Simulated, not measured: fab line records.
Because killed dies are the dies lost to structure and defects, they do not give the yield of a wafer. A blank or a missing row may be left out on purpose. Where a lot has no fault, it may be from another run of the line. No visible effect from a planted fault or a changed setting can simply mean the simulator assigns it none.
Comparing a struck lot with a sound one | flow ritCmos | 14 out of 202 route steps
Sound: wafers L681.2, L681.5, L681.6. Wafers struck: L701.4, L701.5, L701.6. Last of all comes the cause.
Per side, at each step with rows, come the tool, then ch with its chambers, and then its first start. Under that, the readings that differ: sound wafers | struck wafers | difference of the means | sigmas: that difference in standard deviations of wafers without a fault.
alike: readings with means less than 2 such deviations apart, plus words and numbers identical on both sides. not compared: withheld readings, readings lacking a value on some wafer, bounds such as >300 that could conceal the same value, and numbers that have no deviation in the record and whose values overlap.
A row with sigmas, a row that says differs or no value, or rows on one side alone: a step with any of these is where the two part. Numbers that don't overlap but have no deviation are shown without sigmas and don't part them. A reading missing from all wafers of one side parts the sides only when that side holds two or more wafers.

first, 3 steps without rows for these wafers: RIT_NSD_EXPOSE_03 (exposes mask M9, target cd 40700 nm); RIT_NSD_PEB_04; RIT_NSD_DEVELOP_05 (develop time 50 s).
RIT_NSD_OVL_MEAS_06:
  sound on overlay-02, day 3 14:02; struck on overlay-02, day 7 18:44
reading      | sound        | struck         | difference | sigmas
NSD_OVL (nm) | -1.3 0.5 0.0 | -2.3 -3.4 -3.6 | -2.8       | -2
then, 2 steps without rows for these wafers: RIT_NSD_HARDBAKE_07 (time 60 s); RIT_NSD_IMPLANT_08.
RIT_NSD_STRIP_09: strips in O2, time 180 s.
  sound on plasmaAsher-04 ch 0,1, day 3 14:22; struck on plasmaAsher-04 ch 0,1, day 7 19:07
  alike: drypumpMotorCurrentA
  not compared: rfHoursCounterH
RIT_NSD_TW_MEAS_10:
  sound on filmMetro-02, day 3 14:33; struck on filmMetro-04, day 7 19:16
reading | sound          | struck         | difference | sigmas
NSD_TW  | 3193 3194 3203 | 3123 3115 3136 | -72        | -2
then, 4 steps without rows for these wafers: RIT_PSD_HMDS_00 (prime time 60 s); RIT_PSD_COAT_01 (resist thk 1000 nm); RIT_PSD_SOFTBAKE_02 (time 60 s); RIT_PSD_EXPOSE_03 (exposes mask M10, target cd 40900 nm).
RIT_PSD_PEB_04:
  struck on lithoTrack-03, day 7 20:07; sound on lithoTrack-04 ch 0, day 3 15:19
reading        | sound          | struck | difference                    | sigmas
exhaustPa (Pa) | 45.3 45.2 46.8 | - - -  | no value on the struck wafers | 
  not compared: chillPlateTempC
then, 1 step without rows for these wafers: RIT_PSD_DEVELOP_05 (develop time 50 s).

== WHERE THEY PART ==
Earliest at RIT_NSD_OVL_MEAS_06; latest, in this record, at RIT_PSD_PEB_04.

WHY: what the simulator had put in
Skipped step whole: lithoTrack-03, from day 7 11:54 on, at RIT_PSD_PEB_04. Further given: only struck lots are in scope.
